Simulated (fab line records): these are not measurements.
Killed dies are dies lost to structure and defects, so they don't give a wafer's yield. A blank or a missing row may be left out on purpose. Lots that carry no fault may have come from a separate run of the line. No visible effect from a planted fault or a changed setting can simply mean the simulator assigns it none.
Which tool is to blame?    flow ritCmos    21 wafers from 7 lots sampled at 2 of the route's 202 steps

== WHAT EACH GAUGE READ, for each wafer ==
RIT_M1_RS_MEAS_01: measurement is done with a four-point probe.
lot   measured     on            M1_AL_RS (ohm/sq)
L742  day 3 11:51  filmMetro-04  0.0728 0.0740 0.0740
L744  day 3 21:07  filmMetro-01  0.0739 0.0743 0.0747
L749  day 5 01:13  filmMetro-02  0.0740 0.0740 0.0736
L753  day 5 23:43  filmMetro-01  0.0723 0.0737 0.0731
L755  day 6 04:40  filmMetro-04  0.0743 0.0734 0.0731
L760  day 7 13:19  filmMetro-04  0.0734 0.0730 0.0738
L763  day 8 04:52  filmMetro-01  0.0729 0.0733 0.0731

== WHICH TOOL RAN EACH LOT (tool, then ch and the chambers of the sampled wafers, then the start) ==
lot   RIT_M1_SPUTTER_00
L742  pvdSputter-01, day 3 11:32
L744  pvdSputter-01, day 3 20:48
L749  pvdSputter-04, day 5 00:54
L753  pvdSputter-03, day 5 23:25
L755  pvdSputter-04, day 6 04:23
L760  pvdSputter-04, day 7 13:00
L763  pvdSputter-03, day 8 04:35
- RIT_M1_SPUTTER_00: material Al, target thk 400 nm, time 500 s.

== THE ANSWER, worked out from the rows above alone ==
Rule: usual is defined by the lots themselves. Put in order of their means at a reading, lots are off if they are a third of the lots or fewer, leave a main group of 4 or more, and stand apart from it by a gap of 3 or more times the standard deviation of the main group's means; of several such gaps the widest counts. Not used: any main group whose means are identical at the precision the tables above print for the reading. Also off: a lot with no number at a reading for which 4 or more lots have one. Any other lot the step has rows for is counted as sound.
No lot is off at any reading shown: from this, nothing can be told.

== WHAT WAS PUT IN BY THE SIMULATOR ==
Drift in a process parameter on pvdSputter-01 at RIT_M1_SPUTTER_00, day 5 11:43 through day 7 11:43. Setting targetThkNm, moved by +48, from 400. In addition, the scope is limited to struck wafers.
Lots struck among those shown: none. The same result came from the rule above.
